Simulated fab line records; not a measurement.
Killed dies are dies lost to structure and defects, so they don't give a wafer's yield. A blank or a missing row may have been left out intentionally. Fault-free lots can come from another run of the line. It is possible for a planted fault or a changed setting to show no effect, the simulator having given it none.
Struck lot and sound lot, side by side ; flow ritCmos ; 15 out of 202 route steps
Sound: wafers L853.2, L853.4, L853.6. Struck: wafers L859.1, L859.5. (L859.2 of the same lot was not struck and is left out.) The cause comes at the end.
Order at every step that has rows: each side's tool, ch and its chambers, its first start. Under that, the readings that differ: sound wafers ; struck wafers ; difference of the means ; sigmas: that difference in standard deviations of wafers without a fault.
alike: readings with means less than 2 such deviations apart, plus words and numbers identical on both sides. not compared: withheld readings, readings lacking a value on some wafer, bounds such as >300 that could conceal the same value, and numbers that have no deviation in the record and whose values overlap.
The two part at a step that has a row with sigmas, a row that says differs or no value, or rows on one side only. Numbers that have no deviation but don't overlap get no sigmas and don't part them. A reading missing from all wafers of one side parts the sides only when that side holds two or more wafers.

RIT_CONTACT_CVD_00: deposits SiO2 from TEOS, target thk 400 nm, time 61 s.
  sound on pecvd-01 ch 0,1, day 5 14:34; struck on pecvd-01 ch 0,2, day 6 21:54
  alike: heaterPowerW
RIT_CONTACT_THK_MEAS_01:
  sound: filmMetro-02 at day 5 14:40; struck: filmMetro-03 at day 6 21:57
  alike: CONTACT_TEOS_THK
then, 6 steps without rows for these wafers: RIT_CONTACT_HMDS_02 (prime time 60 s); RIT_CONTACT_COAT_03 (resist thk 1000 nm); RIT_CONTACT_SOFTBAKE_04 (time 60 s); RIT_CONTACT_EXPOSE_05 (exposes mask M11, target cd 1000 nm); RIT_CONTACT_PEB_06; RIT_CONTACT_DEVELOP_07 (develop time 120 s).
RIT_CONTACT_CD_MEAS_08 targets a cd of 1000 nm.
  sound: cdSem-01 at day 5 15:46; struck: cdSem-01 at day 6 22:58
  alike: cdNm
RIT_CONTACT_OVL_MEAS_09:
  sound: overlay-02 at day 5 15:53; struck: overlay-01 at day 6 23:05
  alike: CONTACT_OVL
then, 1 step without rows for these wafers: RIT_CONTACT_HARDBAKE_10 (time 60 s).
RIT_CONTACT_ETCH_11: etches SiO2 in CHF3/CF4/Ar, stops on TiSi2, target depth 480 nm, time 326.9 s.
  sound on rieDiel-04 ch 0,3, day 5 16:04; struck on rieDiel-03 ch 3, day 6 23:17
  alike: drypumpMotorCurrentA, oesProductAu, throttleValvePct
  not compared: rfHoursCounterH
RIT_CONTACT_STRIP_12: strips in O2, time 180 s.
  sound on plasmaAsher-04 ch 0,1, day 5 16:15; struck on plasmaAsher-02 ch 0, day 6 23:28
reading;sound;struck;difference;sigmas
runLengthS (s);208.2 207.8 208.8;197.7 197.3;-10.8;-24
  alike: drypumpMotorCurrentA
  not compared: rfHoursCounterH
RIT_CONTACT_CD_MEAS_90 targets a cd of 1000 nm.
  sound: cdSem-02 at day 5 16:27; struck: cdSem-02 at day 6 23:39
  alike: cdNm
RIT_M1_PROBE_99:
  sound: prober-02 at day 5 21:05; struck: prober-02 at day 7 04:18
  alike: killedAtContacts, killedAtFrontEnd, killedDies, killedOpen, killedShort
  not compared: hold

== WHERE THEY PART ==
Within this record, at RIT_CONTACT_STRIP_12 only. Later steps at which nothing parts them and some readings are alike: RIT_CONTACT_CD_MEAS_90, RIT_M1_PROBE_99.

WHY: the cause the simulator had injected
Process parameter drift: plasmaAsher-02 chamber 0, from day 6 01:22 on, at RIT_CONTACT_STRIP_12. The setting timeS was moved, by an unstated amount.
